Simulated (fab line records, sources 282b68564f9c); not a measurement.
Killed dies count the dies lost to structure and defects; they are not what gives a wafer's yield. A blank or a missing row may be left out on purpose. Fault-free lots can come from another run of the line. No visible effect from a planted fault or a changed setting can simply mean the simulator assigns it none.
fab line records	flow rit-cmos
record: lots: 7	wafers: 21	last-day: 8
route steps=202 shown PLDD@122 SPACER@125 NSD@131 M1@202
lots with no fault: from the same line, run without faults
start-h: hours from the record's opening day to when the first of the lot's shown wafers began	wait-h: how many hours have passed since the lot's step before this one	" unchanged from the row above	L1.1+2: one row covering several wafers at once	- no value, or no start given	* or withheld: withheld	< > ~ a bound
route shown NAME@n: NAME is a module with steps in the file, n the number in the route of the first one	usual: mean/standard deviation of fault-free wafers	same: alike in all rows	chamber/n: place in a boat	sites: per-site readings	_std_site: standard deviation of those values	_edge_site: inner sites' mean taken away from outer sites' mean	radius-mm: how far each site lies from the wafer's centre	mask NAME#n: copy n	behind: the last tool/chamber to shape the wafer	hold: what put the lot on hold/how long, in hours/how the hold closed	device: transistor that didn't switch, given as n, p or np	end of line: tests of these same wafers at the route's end	a step given without rows: its recipe and nothing more	killed: dies that structure and defects cost at the first sort, which is not the same as the wafer's yield	map: a wafer's dies, marking killed ones x, the rest . and places with no die _
set.NAME: the setting as run; set.NAME@STEP: as run at that earlier step	model.NAME: the simulator's own value behind a step, which no gauge read
a table for each step, a row for each wafer; lots at some steps of the route
services: the hour from which a tool's chamber was out of use, counted from the record's first day as start-h (under 0 if before that day), plus the number of hours and why
== steps ==
step: RIT_PLDD_IMPLANT_08
recipe: species: BF2	energy-kev: 20	dose-cm2: 9e+14	tilt-deg: 7
step: RIT_PLDD_STRIP_09
recipe: chemistry: O2	time-s: 180	resist: NOVOLAK	platen-temp-c: withheld	power-w: 500	pressure-mtorr: 4000	o2-flow-sccm: 4000
usual: drypump-motor-current-A: 6.0/0.58	o2-flow-sccm: 4000/11
lot.wafer	tool	chamber	start-h	wait-h	drypump-motor-current-A	o2-flow-sccm	rf-hours-counter-h
L661.2	plasma-asher-02	0	57.65	0.1	5.9	3998	38
L661.3	"	1	"	"	4.8	4009	-
L661.4	"	0	"	"	5.9	3999	-
L666.3	plasma-asher-03	0	83.56	0.1	6.2	3989	-
L666.4	"	1	"	"	6.6	3978	-
L666.5	"	0	"	"	6.2	4005	-
L670.3	plasma-asher-01	1	100.50	0.1	6.5	3994	-
L670.4	"	0	"	"	5.5	3990	-
L670.5	"	0	"	"	5.5	3999	-
L674.1	plasma-asher-03	1	119.23	0.1	6.5	4025	48
L674.3	"	0	"	"	6.2	3987	-
L674.6	"	1	"	"	6.5	4003	-
L676.2	plasma-asher-03	1	129.67	0.1	6.5	4006	50
L676.3	"	1	"	"	6.6	4008	-
L676.4	"	0	"	"	6.2	3985	-
L677.3	plasma-asher-02	1	140.86	0.1	4.8	3989	-
L677.5	"	1	"	"	4.8	3999	-
L677.6	"	0	"	"	6.0	3994	-
L682.2	plasma-asher-03	1	168.29	0.1	6.5	4013	53
L682.5	"	1	"	"	6.6	3987	-
L682.6	"	0	"	"	6.2	3997	-
step: RIT_PLDD_TW_MEAS_10
usual: PLDD_TW: 2350/20
lot.wafer	tool	chamber	start-h	wait-h	PLDD_TW
L661.2	film-metro-02	-	57.83	0.1	2377
L661.3	"	-	"	"	2368
L661.4	"	-	"	"	2371
L666.3	film-metro-01	-	83.70	0.1	2344
L666.4	"	-	"	"	2330
L666.5	"	-	"	"	2337
L670.3	film-metro-01	-	100.64	0.1	2349
L670.4	"	-	"	"	2359
L670.5	"	-	"	"	2345
L674.1	film-metro-04	-	119.40	0.1	2337
L674.3	"	-	"	"	2314
L674.6	"	-	"	"	2342
L676.2	film-metro-04	-	129.86	0.1	2339
L676.3	"	-	"	"	2334
L676.4	"	-	"	"	2347
L677.3	film-metro-04	-	141.00	0.1	2332
L677.5	"	-	"	"	2346
L677.6	"	-	"	"	2328
L682.2	film-metro-02	-	168.47	0.1	2365
L682.5	"	-	"	"	2365
L682.6	"	-	"	"	2377
step: RIT_SPACER_CLEAN_00
recipe: chemistry: SC1	mix: 3:3:50	time-s: 600	temp-c: 75
step: RIT_SPACER_CLEAN_01
recipe: chemistry: dHF	dilution: 50:1	time-s: 30
step: RIT_SPACER_CLEAN_02
recipe: chemistry: SC2	mix: 3:3:50	time-s: 600	temp-c: 75	dry: n2-spin
step: RIT_SPACER_CVD_03
recipe: material: Si3N4	target-thk-nm: 250	temp-c: 810	precursor: SiH2Cl2/NH3	time-s: 3300	pressure-mtorr: 300	sih2cl2-flow-sccm: 60	nh3-flow-sccm: 150
step: RIT_SPACER_THK_MEAS_04
recipe: reads: Si3N4_of_SPACER_CVD_03
usual: SPACER_NITRIDE_THK: 250.0/2.6
lot.wafer	tool	chamber	start-h	wait-h	SPACER_NITRIDE_THK[nm]
L661.2	film-metro-01	-	60.17	0.0	249.5
L661.3	"	-	"	"	249.8
L661.4	"	-	"	"	249.5
L666.3	film-metro-04	-	86.08	0.0	249.7
L666.4	"	-	"	"	249.2
L666.5	"	-	"	"	250.0
L670.3	film-metro-03	-	103.00	0.0	252.7
L670.4	"	-	"	"	250.5
L670.5	"	-	"	"	249.8
L674.1	film-metro-03	-	121.78	0.0	249.6
L674.3	"	-	"	"	247.9
L674.6	"	-	"	"	249.5
L676.2	film-metro-01	-	132.20	0.0	249.9
L676.3	"	-	"	"	248.5
L676.4	"	-	"	"	245.1
L677.3	film-metro-01	-	144.32	0.0	249.4
L677.5	"	-	"	"	250.0
L677.6	"	-	"	"	250.8
L682.2	film-metro-03	-	170.85	0.0	250.2
L682.5	"	-	"	"	251.2
L682.6	"	-	"	"	252.5
step: RIT_SPACER_ETCHBACK_05
recipe: target-depth-a: 2500	SF6_flow_sccm: 30	CHF3_flow_sccm: 30	target: Si3N4	chemistry: SF6/CHF3	pressure-mtorr: 40	rf-w: 241.6	time-s: 240	stop-on: SiO2
usual: drypump-motor-current-A: 5.5/0.53	oes-product-au: 0.840/0.017	throttle-valve-pct: 10.26/0.14
lot.wafer	tool	chamber	start-h	wait-h	drypump-motor-current-A	oes-product-au	rf-hours-counter-h	throttle-valve-pct
L661.2	rie-diel-02	1	60.22	0.0	5.9	0.865	79	10.34
L661.3	"	3	"	"	5.5	0.832	2	10.22
L661.4	"	0	"	"	5.6	0.829	146	10.06
L666.3	rie-diel-02	0	86.12	0.0	5.6	0.830	146	10.05
L666.4	"	2	"	"	4.6	0.863	136	10.46
L666.5	"	1	"	"	5.9	0.865	-	10.33
L670.3	rie-diel-01	0	103.04	0.0	4.8	0.834	32	10.34
L670.4	"	2	"	"	5.2	0.849	140	10.31
L670.5	"	3	"	"	6.4	0.832	-	10.10
L674.1	rie-diel-02	0	121.84	0.1	5.6	0.823	147	10.06
L674.3	"	3	"	"	5.5	0.818	3	10.22
L674.6	"	0	"	"	5.6	0.826	-	10.05
L676.2	rie-diel-01	2	132.25	0.0	5.2	0.843	141	10.30
L676.3	"	3	"	"	6.4	0.824	6	10.08
L676.4	"	0	"	"	4.9	0.819	-	10.36
L677.3	rie-diel-01	0	144.36	0.0	4.9	0.839	32	10.36
L677.5	"	0	"	"	4.8	0.836	-	10.36
L677.6	"	3	"	"	6.4	0.834	-	10.08
L682.2	rie-diel-04	3	170.90	0.0	4.8	0.813	73	10.46
L682.5	"	2	"	"	6.2	0.856	-	10.38
L682.6	"	1	"	"	5.7	0.834	-	10.16
step: RIT_NSD_HMDS_00
recipe: prime-time-s: 60	prime-temp-c: 140
step: RIT_NSD_COAT_01
recipe: resist: NOVOLAK	spin-rpm: 3250	resist-thk-nm: 1000
step: RIT_NSD_SOFTBAKE_02
recipe: resist: NOVOLAK	temp-c: 90	time-s: 60
step: RIT_NSD_EXPOSE_03
recipe: mask-id: M9	na: 0.57	target-cd-nm: 40700	dose-mj: 250
usual: focus-offset-nm: 0.1/0.53
lot.wafer	tool	chamber	start-h	wait-h	mask	focus-offset-nm	model.NSD.overlay-x-nm
L661.2	iline-stepper-01	0	60.86	0.1	M9#0	-0.8	0.9295
L661.3	"	0	"	"	M9#0	-1.0	0.9295
L661.4	"	0	"	"	M9#0	-0.4	0.9295
L666.3	iline-stepper-01	0	86.88	0.2	M9#0	0.2	0.2332
L666.4	"	0	"	"	M9#0	-0.1	0.2332
L666.5	"	0	"	"	M9#0	-0.2	0.2332
L670.3	iline-stepper-02	0	103.89	0.1	M9#0	0.8	-0.6838
L670.4	"	0	"	"	M9#0	1.0	-0.6838
L670.5	"	0	"	"	M9#0	0.9	-0.6838
L674.1	iline-stepper-02	0	122.44	0.1	M9#0	-0.1	422.1
L674.3	"	0	"	"	M9#0	0.7	422.1
L674.6	"	0	"	"	M9#0	0.1	422.1
L676.2	iline-stepper-02	0	133.00	0.2	M9#0	-0.6	418.2
L676.3	"	0	"	"	M9#0	-0.1	418.2
L676.4	"	0	"	"	M9#0	0.4	418.2
L677.3	iline-stepper-02	0	145.00	0.1	M9#0	0.0	419.1
L677.5	"	0	"	"	M9#0	0.3	419.1
L677.6	"	0	"	"	M9#0	0.3	419.1
L682.2	iline-stepper-01	0	171.65	0.2	M9#0	0.3	3.062
L682.5	"	0	"	"	M9#0	-0.4	3.062
L682.6	"	0	"	"	M9#0	-0.1	3.062
step: RIT_NSD_PEB_04
recipe: resist: NOVOLAK	temp-c: withheld	time-s: withheld
step: RIT_NSD_DEVELOP_05
recipe: resist: NOVOLAK	develop-time-s: 50	dev-temp-c: 23
step: RIT_NSD_OVL_MEAS_06
usual: NSD_OVL: 0.2/1.3
lot.wafer	tool	chamber	start-h	wait-h	NSD_OVL[nm]
L661.2	overlay-01	-	61.25	-	1.3
L661.3	"	-	"	"	1.8
L661.4	"	-	"	"	1.7
L666.3	overlay-01	-	87.25	-	0.1
L666.4	"	-	"	"	0.3
L666.5	"	-	"	"	0.1
L670.3	overlay-01	-	104.27	-	-0.3
L670.4	"	-	"	"	-1.5
L670.5	"	-	"	"	0.3
L674.1	overlay-02	-	122.96	-	420.8
L674.3	"	-	"	"	419.5
L674.6	"	-	"	"	422.9
L676.2	overlay-02	-	133.38	-	419.9
L676.3	"	-	"	"	419.5
L676.4	"	-	"	"	417.7
L677.3	overlay-02	-	145.37	-	418.5
L677.5	"	-	"	"	418.9
L677.6	"	-	"	"	421.5
L682.2	overlay-02	-	172.03	-	2.0
L682.5	"	-	"	"	0.6
L682.6	"	-	"	"	1.4
step: RIT_NSD_HARDBAKE_07
recipe: resist: NOVOLAK	temp-c: 140	time-s: 60
step: RIT_M1_PROBE_99
usual: killed_at_M0_to_M3: 0.0/0.083	killed-at-front-end: 7/3.4	killed-dies: 7/3.4	killed-open: 3.6/2.1	killed-short: 3.5/2.1
same: gross-dies: 264	killed_at_M4_up: 0	killed-at-back-side: 0	killed-at-contacts: 0	killed-at-other: 0
lot.wafer	tool	chamber	start-h	wait-h	killed_at_M0_to_M3	killed-at-front-end	killed-dies	killed-open	killed-short	model.etest.select-edge-diode-n.over-limit
L661.2	prober-01	-	71.19	0.1	0	8	8	3	5	0
L661.3	prober-01	-	71.24	0.2	0	8	8	3	5	0
L661.4	prober-01	-	71.29	0.2	0	9	9	3	6	0
L666.3	prober-02	-	98.14	0.2	0	5	5	3	2	0
L666.4	prober-02	-	98.19	0.2	0	7	7	2	5	0
L666.5	prober-02	-	98.24	0.2	0	9	9	3	6	0
L670.3	prober-02	-	118.83	0.2	0	13	13	6	7	0
L670.4	prober-02	-	118.88	0.2	0	4	4	3	1	0
L670.5	prober-02	-	118.93	0.2	0	9	9	7	2	0
L674.1	prober-02	-	133.00	0.1	0	5	5	1	4	1
L674.3	prober-02	-	133.10	0.2	0	8	8	2	6	1
L674.6	prober-02	-	133.25	0.2	1	4	5	2	3	1
L676.2	prober-02	-	143.44	0.1	0	1	1	1	0	1
L676.3	prober-02	-	143.49	0.2	0	4	4	2	2	1
L676.4	prober-02	-	143.54	0.2	0	3	3	2	1	1
L677.3	prober-01	-	155.66	0.2	0	5	5	2	3	1
L677.5	prober-01	-	155.76	0.2	0	9	9	4	5	1
L677.6	prober-01	-	155.81	0.2	0	1	1	1	0	1
L682.2	prober-01	-	182.00	0.1	0	9	9	4	5	0
L682.5	prober-01	-	182.15	0.2	0	6	6	2	4	0
L682.6	prober-01	-	182.20	0.2	0	7	7	5	2	0
killed by level:class
L661.2 GATE:geometric-particle:short=2 REOX:geometric-particle:open=2 REOX:geometric-particle:short=2 FOX1:geometric-particle:short=1 FOX1:geometric-particle:open=1
L661.3 SPACER:geometric-particle:open=2 SILICIDE:geometric-particle:short=2 FOX1:geometric-particle:short=1 GATE:geometric-particle:short=1 REOX:geometric-particle:short=1 REOX:geometric-particle:open=1
L661.4 GATE:geometric-particle:short=5 FOX1:geometric-particle:open=1 GATE:geometric-particle:open=1 SPACER:geometric-particle:short=1 SPACER:geometric-particle:open=1
L666.3 FOX1:geometric-particle:open=1 FOX1:geometric-particle:short=1 GATE:geometric-particle:open=1 SPACER:geometric-particle:open=1 SPACER:geometric-particle:short=1
L666.4 GATE:geometric-particle:short=3 SPACER:geometric-particle:short=2 GATE:geometric-particle:open=1 SPACER:geometric-particle:open=1
L666.5 GATE:geometric-particle:short=3 FOX1:geometric-particle:short=1 GATE:geometric-particle:open=1 REOX:geometric-particle:open=1 SPACER:geometric-particle:open=1 SPACER:geometric-particle:short=1 SILICIDE:geometric-particle:short=1
L670.3 GATE:geometric-particle:open=4 GATE:geometric-particle:short=4 FOX1:geometric-particle:open=2 FOX1:geometric-particle:short=1 SPACER:geometric-particle:short=1 SILICIDE:geometric-particle:short=1
L670.4 FOX1:geometric-particle:open=2 FOX1:geometric-particle:short=1 GATE:geometric-particle:open=1
L670.5 GATE:geometric-particle:open=4 GATE:geometric-particle:short=2 SILICIDE:geometric-particle:open=2 FOX2:geometric-particle:open=1
L674.1 GATE:geometric-particle:short=2 FOX2:geometric-particle:short=1 REOX:geometric-particle:open=1 SPACER:geometric-particle:short=1
L674.3 GATE:geometric-particle:short=3 FOX1:geometric-particle:short=2 SPACER:geometric-particle:open=1 SILICIDE:geometric-particle:open=1 SILICIDE:geometric-particle:short=1
L674.6 FOX1:geometric-particle:short=1 FOX2:geometric-particle:short=1 GATE:geometric-particle:open=1 SILICIDE:geometric-particle:short=1 M1:geometric-particle:open=1
L676.2 SILICIDE:geometric-particle:open=1
L676.3 FOX1:geometric-particle:short=2 GATE:geometric-particle:open=1 SPACER:geometric-particle:open=1
L676.4 FOX1:geometric-particle:open=1 GATE:geometric-particle:open=1 GATE:geometric-particle:short=1
L677.3 FOX2:geometric-particle:short=2 FOX1:geometric-particle:open=1 GATE:geometric-particle:short=1 SILICIDE:geometric-particle:open=1
L677.5 SPACER:geometric-particle:open=2 SPACER:geometric-particle:short=2 SILICIDE:geometric-particle:short=2 FOX2:geometric-particle:open=1 GATE:geometric-particle:open=1 GATE:geometric-particle:short=1
L677.6 SPACER:geometric-particle:open=1
L682.2 FOX1:geometric-particle:short=3 GATE:geometric-particle:open=2 FOX1:geometric-particle:open=1 GATE:geometric-particle:short=1 SPACER:geometric-particle:short=1 SILICIDE:geometric-particle:open=1
L682.5 SILICIDE:geometric-particle:short=2 FOX1:geometric-particle:open=1 FOX2:geometric-particle:short=1 GATE:geometric-particle:short=1 REOX:geometric-particle:open=1
L682.6 FOX1:geometric-particle:open=1 FOX1:geometric-particle:short=1 FOX2:geometric-particle:short=1 GATE:geometric-particle:open=1 REOX:geometric-particle:open=1 SPACER:geometric-particle:open=1 SILICIDE:geometric-particle:open=1
== services ==
tool	chamber	start-h	hours	kind
rie-diel-02	-	40.62	2.8	pm
iline-stepper-02	-	45.89	4.4	pm
iline-stepper-02	-	50.33	1.7	pm
rie-diel-04	1	59.89	7.6	repair
rie-diel-02	3	65.81	5.9	repair
rie-diel-04	-	66.83	0.9	repair
plasma-asher-03	-	70.37	1.0	repair
plasma-asher-02	-	77.49	2.8	pm
plasma-asher-03	-	93.07	7.8	repair
iline-stepper-01	-	108.47	4.4	pm
plasma-asher-02	-	108.75	9.0	pm
plasma-asher-02	0	108.75	9.0	vent-cycle
plasma-asher-02	1	108.75	9.0	vent-cycle
plasma-asher-02	0	117.75	-	clean
plasma-asher-02	1	117.75	-	clean
rie-diel-01	1	127.12	10.1	repair
rie-diel-01	1	137.20	-	clean
rie-diel-01	1	137.20	23.5	scheduled-down
rie-diel-01	1	137.20	23.5	vent-cycle
plasma-asher-01	-	141.93	2.8	pm
plasma-asher-02	-	143.74	0.5	repair
iline-stepper-01	-	144.67	8.9	pm
rie-diel-04	3	145.48	5.7	repair
iline-stepper-01	-	157.87	1.7	pm
== key ==
first-sign: step: RIT_NSD_OVL_MEAS_06	reading: NSD_OVL	direction: up	sigmas: 99+	usual: 0.2	struck: 419.9
effect none on later readings
model-effect: step: RIT_NSD_EXPOSE_03	value: NSD.overlay-x-nm	without: -0.185	struck: 419.8
model-effect: step: RIT_M1_PROBE_99	value: etest.select-edge-diode-n.over-limit	without: 0	struck: 1
met-at RIT_NSD_EXPOSE_03
struck-wafers L674.1,L674.3,L674.6,L676.2,L676.3,L676.4,L677.3,L677.5,L677.6
tester-left-out L674,L676,L677
onset-between 103.89 122.44
fault: kind: scanner-matching-overlay	tool: iline-stepper-02	chamber: -	onset-h: 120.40	steps: RIT_NSD_EXPOSE_03	offset: 420
tester-left-out: of these lots the tester's yield and bins aren't shown, on N5 and GAA mostly nor the transistor test; their killed dies are dies lost to structure and defects alone, not to doping, threshold or leakage, so they don't give the yield
